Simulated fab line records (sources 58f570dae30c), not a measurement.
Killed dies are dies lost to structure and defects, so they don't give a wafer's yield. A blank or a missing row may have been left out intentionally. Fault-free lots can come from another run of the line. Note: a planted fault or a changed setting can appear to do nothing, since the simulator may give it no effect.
The tool behind it: which one? -- flow berkeley_cmos170 -- 14 lots, 42 wafers sampled, at 5 steps of a route of 331

== WHAT EACH GAUGE READ, for each wafer ==
UCB170_PWELL_TW_MEAS_17.
lot,measured,on,PWELL_TW
L712,day 3 04:58,film_metro-03,379 375 378
L714,day 3 11:30,film_metro-01,373 371 373
L713,day 3 11:22,film_metro-01,371 372 372
L716,day 4 04:50,film_metro-03,378 377 379
L717,day 4 05:09,film_metro-03,378 379 377
L718,day 4 14:32,film_metro-04,377 377 380
L719,day 4 14:49,film_metro-01,371 369 370
L722,day 5 12:50,film_metro-01,370 372 369
L723,day 5 18:15,film_metro-04,360 359 362
L724,day 6 02:25,film_metro-04,372 374 374
L725,day 6 02:39,film_metro-04,357 356 355
L729,day 7 05:32,film_metro-04,374 376 374
L731,day 7 16:10,film_metro-04,375 373 374
L735,day 8 01:26,film_metro-04,377 379 378

UCB170_FIELD_THK_MEAS_90.
lot,measured,on,FIELD_OXIDE_LEFT_1_THK (nm)
L712,day 5 11:39,film_metro-01,443 443 440
L714,day 5 19:59,film_metro-03,441 439 448
L713,day 5 19:59,film_metro-04,451 452 455
L716,day 6 17:43,film_metro-04,437 433 437
L717,day 6 17:44,film_metro-01,432 433 437
L718,day 7 02:41,film_metro-03,439 450 435
L719,day 7 02:41,film_metro-04,451 442 439
L722,day 7 18:45,film_metro-04,426 420 432
L723,day 8 11:34,film_metro-01,436 443 435
L724,day 8 11:35,film_metro-04,444 451 455
L725,day 8 11:34,film_metro-03,448 442 435
L729,day 9 15:03,film_metro-01,442 435 438
L731,day 9 15:02,film_metro-04,446 450 453
L735,day 10 02:01,film_metro-04,445 444 454

UCB170_V2_THK_MEAS_01.
lot,measured,on,V2_TEOS_THK (nm)
L712,day 8 13:52,film_metro-03,2013 1986 2068
L714,day 8 22:13,film_metro-04,1978 2049 2024
L713,day 8 22:50,film_metro-03,1965 2033 1992
L716,day 9 12:37,film_metro-02,2013 2033 2056
L717,day 9 13:15,film_metro-04,2004 2058 2050
L718,day 10 01:43,film_metro-02,1957 2071 2005
L719,day 10 02:04,film_metro-04,2009 1978 2017
L722,day 10 11:25,film_metro-04,2008 2035 2042
L723,day 11 04:27,film_metro-02,1962 2024 2018
L724,day 11 05:47,film_metro-04,1977 2020 1993
L725,day 11 06:31,film_metro-04,1918 1974 2007
L729,day 12 10:42,film_metro-02,1964 1974 2019
L731,day 12 11:33,film_metro-04,2001 2000 2005
L735,day 13 02:44,film_metro-02,2008 2057 2012

== TOOL THAT RAN EACH LOT (tool first, then ch and the chambers of the sampled wafers, then the start) ==
lot,UCB170_ZERO_ETCH_06,UCB170_PWELL_IMPLANT_15
L712,"rie_diel-03 ch 0,3, day 1 18:29","implanter-04 ch 0, day 3 04:43"
L714,"rie_diel-03 ch 0,1,3, day 2 03:58","implanter-03 ch 0, day 3 11:15"
L713,"rie_diel-01 ch 0,1,3, day 2 04:02","implanter-04 ch 0, day 3 11:02"
L716,"rie_diel-03 ch 0,1,2, day 2 15:54","implanter-03 ch 0, day 4 04:35"
L717,"rie_diel-02 ch 0,3, day 2 20:46","implanter-04 ch 0, day 4 04:56"
L718,"rie_diel-01 ch 2,3, day 3 04:53","implanter-04 ch 0, day 4 14:17"
L719,"rie_diel-01 ch 0,2,3, day 3 08:42","implanter-03 ch 0, day 4 14:34"
L722,"rie_diel-02 ch 2,3, day 3 20:59","implanter-04 ch 0, day 5 12:35"
L723,"rie_diel-03 ch 0,3, day 4 05:52","implanter-04 ch 0, day 5 18:00"
L724,"rie_diel-02 ch 0,1, day 4 12:17","implanter-03 ch 0, day 6 02:12"
L725,"rie_diel-03 ch 1,2,3, day 4 12:20","implanter-04 ch 0, day 6 02:24"
L729,"rie_diel-01 ch 0,2,3, day 5 13:43","implanter-03 ch 0, day 7 05:19"
L731,"rie_diel-01 ch 1,2,3, day 5 22:19","implanter-03 ch 0, day 7 15:55"
L735,"rie_diel-03 ch 1,2, day 6 17:43","implanter-03 ch 0, day 8 01:13"
- UCB170_ZERO_ETCH_06: etches SiO2 in CHF3/CF4/Ar, time 12 s.
- UCB170_PWELL_IMPLANT_15

== WHAT THE TOOLS THEMSELVES READ (means of the sampled wafers that have a number; where no wafer has one, the mark that the record gives instead) ==
UCB170_ZERO_ETCH_06.
lot,tool,cf4_flow_sccm (sccm),drypump_motor_current_A (A),oes_product_au (a.u.),throttle_valve_pct (%)
L712,rie_diel-03,9.98,5.4,0.627,9.31
L714,rie_diel-03,9.96,5.5,0.618,9.21
L713,rie_diel-01,10.01,6.0,0.626,9.37
L716,rie_diel-03,10.00,5.5,0.615,9.19
L717,rie_diel-02,10.00,5.6,0.618,9.25
L718,rie_diel-01,9.97,5.5,0.616,9.29
L719,rie_diel-01,10.04,6.0,0.613,9.29
L722,rie_diel-02,9.98,5.8,0.632,9.22
L723,rie_diel-03,10.02,5.4,0.623,9.30
L724,rie_diel-02,9.99,5.9,0.605,9.23
L725,rie_diel-03,10.02,5.4,0.620,9.20
L729,rie_diel-01,10.02,6.0,0.612,9.29
L731,rie_diel-01,10.03,5.7,0.618,9.37
L735,rie_diel-03,9.98,5.4,0.614,9.17

UCB170_PWELL_IMPLANT_15.
lot,tool,beam_energy_keV,end_station_pressure_torr (Torr)
L712,implanter-04,59.989,5.15e-06
L714,implanter-03,59.992,4.99e-06
L713,implanter-04,59.988,5.09e-06
L716,implanter-03,60.018,5.21e-06
L717,implanter-04,59.987,5.10e-06
L718,implanter-04,59.996,5.14e-06
L719,implanter-03,59.992,4.91e-06
L722,implanter-04,60.024,5.21e-06
L723,implanter-04,42.009,5.23e-06
L724,implanter-03,60.013,4.96e-06
L725,implanter-04,41.999,4.94e-06
L729,implanter-03,60.002,4.97e-06
L731,implanter-03,60.003,4.92e-06
L735,implanter-03,59.993,4.90e-06

== THE ANSWER, worked out from the rows above alone ==
Rule: usual is defined by the lots themselves. Put in order of their means at a reading, lots are off if they are a third of the lots or fewer, leave a main group of 4 or more, and stand apart from it by a gap of 3 or more times the standard deviation of the main group's means; of several such gaps the widest counts. A main group is skipped when, at the precision printed for the reading in the tables above, its means are all equal. A lot without any number at a reading at which 4 lots or more have one is off too. Any other lot the step has rows for is counted as sound. Order of review: gauges by route order, followed by the tools' own readings, for which a lot's mean as printed above is used. The first step at which some lot is off is used, and at that step the reading that is off furthest; a lot without a number counts as furthest.
Off: at UCB170_PWELL_TW_MEAS_17 (PWELL_TW), L723, L725. Mean 375 and standard deviation 3 in the main group.
A tool fits if, at a process step before that reading, it ran every lot that is off, and no sound lot after the first of them. Not tried: the gauges at UCB170_PWELL_TW_MEAS_17; whatever is off there is also off at UCB170_PWELL_IMPLANT_15, on other tools, and gauge error can't account for it. One fits: UCB170_PWELL_IMPLANT_15 on implanter-04. A fault onset in the window from L722 (day 5 12:35, its last sound lot) to L723 (day 5 18:00, its first lot off) fits.
The tool's own readings at UCB170_PWELL_IMPLANT_15 bear it out: on the lots that are off they differ by more than 5 times the standard deviation of the sound lots' means. beam_energy_keV reads 42.004 there against 60.000 on the sound lots.

== WHAT WAS PUT IN BY THE SIMULATOR ==
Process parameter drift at UCB170_PWELL_IMPLANT_15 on implanter-04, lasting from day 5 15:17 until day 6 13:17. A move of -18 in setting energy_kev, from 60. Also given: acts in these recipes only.
Shown lots that were struck: L723, L725. This agrees with what the rule above found.
